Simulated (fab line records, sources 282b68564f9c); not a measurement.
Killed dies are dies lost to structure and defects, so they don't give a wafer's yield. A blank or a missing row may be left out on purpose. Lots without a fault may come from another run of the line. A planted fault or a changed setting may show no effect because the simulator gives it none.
Problem report in the 8D (eight disciplines) form, filled by code | flow rit_cmos | the parts of the form that need people (team, actions taken, sign-off) are left out

1. THE PROBLEM
M1_AL_RS at RIT_M1_RS_MEAS_01 reads a mean of 0.0509 ohm/sq on 2 wafers of 2 lots; wafers without a fault read 0.0734 ohm/sq with a standard deviation of 0.00078. That is -29 standard deviations from the usual mean.
The step: measures by four-point-probe.
First seen on wafer L955.3, day 5 17:17, on film_metro-04. The record holds 18 wafers of 6 lots with a number at this step. Rule for "out", or "out of limits": more than 4 standard deviations from the usual mean. The other wafers with a number count as sound.

2. WHAT IT IS AND WHAT IT IS NOT
question                    | is               | is not
which readings at this step | M1_AL_RS         | -
which lots                  | L955, L957       | L948, L951, L954, L956
which wafers of those lots  | L955.3, L957.4   | L955.2, L955.6, L957.1, L957.5
read on which gauges        | film_metro-04    | film_metro-01
when                        | from day 5 17:17 | up to then (11 sound wafers); but 5 sound wafers of L956, L957 came after

3. SUSPECTS, AND WHAT RULES EACH OUT
Counting: a tool at a process step up to the reading stays a suspect if it ran every lot that is out. Sound lots after the first of them don't rule it out here, since some wafers of a struck lot are sound.
- the gauge at RIT_M1_RS_MEAS_01: ruled out. All the wafers that are out were read on film_metro-04, but those of them that RIT_M1_METAL_ETCH_12 has rows for are out there too, on other tools.
- rie_diel-02 at RIT_CONTACT_ETCH_11 (etches SiO2 in CHF3/CF4/Ar, stops on TiSi2, target depth 480 nm, time 320 s): kept. It ran every lot that is out, first L955 (day 5 16:06).
- pvd_sputter-01 at RIT_M1_SPUTTER_00 (material Al, target thk 400 nm, time 500 s): kept. It ran every lot that is out, first L955 (day 5 16:58); its last sound lot up to then is L951 (day 5 00:08).
Left after counting: rie_diel-02 at RIT_CONTACT_ETCH_11, pvd_sputter-01 at RIT_M1_SPUTTER_00.

4. THE CAUSE (what the simulator had put in)
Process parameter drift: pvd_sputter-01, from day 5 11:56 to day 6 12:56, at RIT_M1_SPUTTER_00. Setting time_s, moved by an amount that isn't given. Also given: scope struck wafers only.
Counting left 2 suspects, and this tool is among them.

5. THE CHAIN OF EFFECTS, in route order
Each row: a reading whose mean over the struck wafers that have a number lies more than 3 standard deviations from the usual. Only readings for which the record gives a usual standard deviation are gone through. hours: the time from each lot's start at the first step in this table that gives one to its start at this step, as a median over the lots. sigmas: the change in usual standard deviations.
hours | step                 | reading            | usual         | on struck wafers | change  | sigmas
0     | RIT_M1_RS_MEAS_01    | M1_AL_RS           | 0.0734 ohm/sq | 0.0509           | -0.0225 | -29
0     | RIT_M1_THK_MEAS_02   | M1_AL_THK          | 399 nm        | 573              | +174    | +39
1     | RIT_M1_METAL_ETCH_12 | oes_product_au     | 0.769 a.u.    | 0.950            | +0.180  | +18
4     | RIT_M1_PROBE_99      | killed_at_M0_to_M3 | 0.0           | 6.0              | +6.0    | +50
The process steps in it:
- RIT_M1_METAL_ETCH_12: etches Al in Cl2/BCl3, stops on SiO2, time 165 s, target depth 600 nm.
- RIT_M1_PROBE_99
Later measuring or inspecting steps at which every struck wafer that the step has a row for has a number for every such reading, and none has moved that far: RIT_M1_CD_MEAS_09, RIT_M1_OVL_MEAS_10.

6. WHAT WOULD HAVE CAUGHT IT SOONER
In this record the first reading out of limits at a measuring or inspecting step was taken at day 5 17:17, 5 hours after the fault began at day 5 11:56.
Of the tool readings at RIT_M1_SPUTTER_00 for which the record gives a usual standard deviation, none was out on any struck wafer, so an alarm limit of 4 standard deviations on them would not have fired.
Of the lots that are out (2), L957 began RIT_M1_SPUTTER_00 on pvd_sputter-01 after day 5 17:17. A hold on the tool at that time would have spared it.
